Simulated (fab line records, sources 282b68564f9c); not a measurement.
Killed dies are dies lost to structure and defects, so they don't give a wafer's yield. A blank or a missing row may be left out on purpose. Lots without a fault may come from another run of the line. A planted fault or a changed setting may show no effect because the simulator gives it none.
Which tool did it? | flow rit_cmos | 14 lots, 42 wafers sampled, at 2 steps of a route of 202

WHAT THE GAUGES READ, wafer by wafer
RIT_M1_CD_MEAS_90: target cd 2600 nm.
lot  | measured     | on        | cd_nm (nm)
L206 | day 3 08:56  | cd_sem-01 | 2607 2603 2608
L207 | day 3 12:25  | cd_sem-01 | 2601 2599 2599
L208 | day 4 01:17  | cd_sem-01 | 2600 2600 2599
L209 | day 4 07:42  | cd_sem-01 | 2602 2601 2601
L211 | day 4 15:54  | cd_sem-01 | 2597 2600 2599
L212 | day 4 19:34  | cd_sem-01 | 2606 2604 2604
L213 | day 5 02:29  | cd_sem-01 | 2595 2595 2594
L215 | day 5 21:14  | cd_sem-02 | 2601 2608 2609
L216 | day 5 21:29  | cd_sem-01 | 2606 2603 2603
L221 | day 6 18:59  | cd_sem-01 | 2603 2605 2598
L224 | day 7 08:23  | cd_sem-01 | 2558 2563 2561 2558 2563 2561
L227 | day 7 22:29  | cd_sem-01 | 2559 2561 2605 2559 2560 2605
L229 | day 8 03:47  | cd_sem-02 | 2604 2605 2605
L228 | day 19 16:17 | cd_sem-01 | 2597 2594 2595

WHICH TOOL RAN EACH LOT (tool, then ch and the chambers of the sampled wafers, then the start)
lot  | RIT_M1_METAL_ETCH_12
L206 | rie_metal-01 ch 0,1, day 3 08:26
L207 | rie_metal-04 ch 0,1, day 3 11:53
L208 | rie_metal-03 ch 0,1, day 4 00:46
L209 | rie_metal-01 ch 0,1, day 4 07:11
L211 | rie_metal-03 ch 0,1, day 4 15:23
L212 | rie_metal-01 ch 0,1, day 4 19:03
L213 | rie_metal-04 ch 0,1, day 5 01:58
L215 | rie_metal-01 ch 0,1, day 5 20:28
L216 | rie_metal-04 ch 0,1, day 5 20:47
L221 | rie_metal-01 ch 0,1, day 6 18:25
L224 | rie_metal-01 ch 0, day 7 07:51
L227 | rie_metal-01 ch 0,1, day 7 21:56
L229 | rie_metal-03 ch 0,1, day 8 03:16
L228 | rie_metal-04 ch 0, day 19 15:34
- RIT_M1_METAL_ETCH_12: etches Al in Cl2/BCl3, stops on SiO2, time 165 s, target depth 600 nm.

WHAT THE TOOLS THEMSELVES READ (means of the sampled wafers that have a number; where no wafer has one, the mark that the record gives instead)
RIT_M1_METAL_ETCH_12.
lot  | tool         | drypump_motor_current_A (A) | oes_product_au (a.u.) | rf_fwd_power_W (W) | throttle_valve_pct (%)
L206 | rie_metal-01 | 5.7                         | 0.782                 | 248.6              | 8.24
L207 | rie_metal-04 | 5.9                         | 0.773                 | 248.5              | 8.16
L208 | rie_metal-03 | 5.5                         | 0.788                 | 249.6              | 8.42
L209 | rie_metal-01 | 5.8                         | 0.791                 | 248.9              | 8.27
L211 | rie_metal-03 | 5.5                         | 0.775                 | 248.1              | 8.42
L212 | rie_metal-01 | 5.8                         | 0.795                 | 249.6              | 8.29
L213 | rie_metal-04 | 5.9                         | 0.767                 | 248.9              | 8.17
L215 | rie_metal-01 | 5.7                         | 0.788                 | 249.4              | 8.25
L216 | rie_metal-04 | 6.2                         | 0.780                 | 248.6              | 8.23
L221 | rie_metal-01 | 5.7                         | 0.779                 | 249.2              | 8.24
L224 | rie_metal-01 | 5.9                         | 0.804                 | 423.9              | 8.31
L227 | rie_metal-01 | 5.8                         | 0.793                 | 365.5              | 8.29
L229 | rie_metal-03 | 5.5                         | 0.774                 | 248.7              | 8.42
L228 | rie_metal-04 | 6.3                         | 0.778                 | 248.2              | 8.28

THE ANSWER, worked out from the rows above alone
Rule: what is usual is taken from the lots themselves. Put in order of their means at a reading, lots are off if they are a third of the lots or fewer, leave a main group of 4 or more, and stand apart from it by a gap of 3 or more times the standard deviation of the main group's means; of several such gaps the widest counts. A main group whose means are all the same, to the digits that the tables above print for the reading, isn't used. A lot without any number at a reading at which 4 lots or more have one is off too. The other lots that the step has rows for count as sound. The gauges are gone through in route order, then the tools' own readings, and for those a lot's mean is taken as printed above. The first step at which some lot is off is used, and at that step the reading that is off furthest; a lot without a number counts as furthest.
Off: L224, L227, at RIT_M1_CD_MEAS_90 (cd_nm). The main group: mean 2601 nm, standard deviation 3.7.
A tool fits if, at a process step before that reading, it ran every lot that is off, and no sound lot after the first of them. The gauges at RIT_M1_CD_MEAS_90 aren't tried: what is off there is off at RIT_M1_METAL_ETCH_12 too, on other tools, and a gauge's error can't cause that. One fits: rie_metal-01 at RIT_M1_METAL_ETCH_12. Its last sound lot is L221 (day 6 18:25), its first lot that is off L224 (day 7 07:51): a fault that began between those two fits.
The tool's own readings at RIT_M1_METAL_ETCH_12 bear it out: on the lots that are off they differ by more than 5 times the standard deviation of the sound lots' means. rf_fwd_power_W reads 394.7 W there against 248.9 W on the sound lots.

WHAT THE SIMULATOR HAD PUT IN
Process parameter drift: rie_metal-01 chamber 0, from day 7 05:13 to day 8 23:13, at RIT_M1_METAL_ETCH_12. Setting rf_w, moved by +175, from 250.
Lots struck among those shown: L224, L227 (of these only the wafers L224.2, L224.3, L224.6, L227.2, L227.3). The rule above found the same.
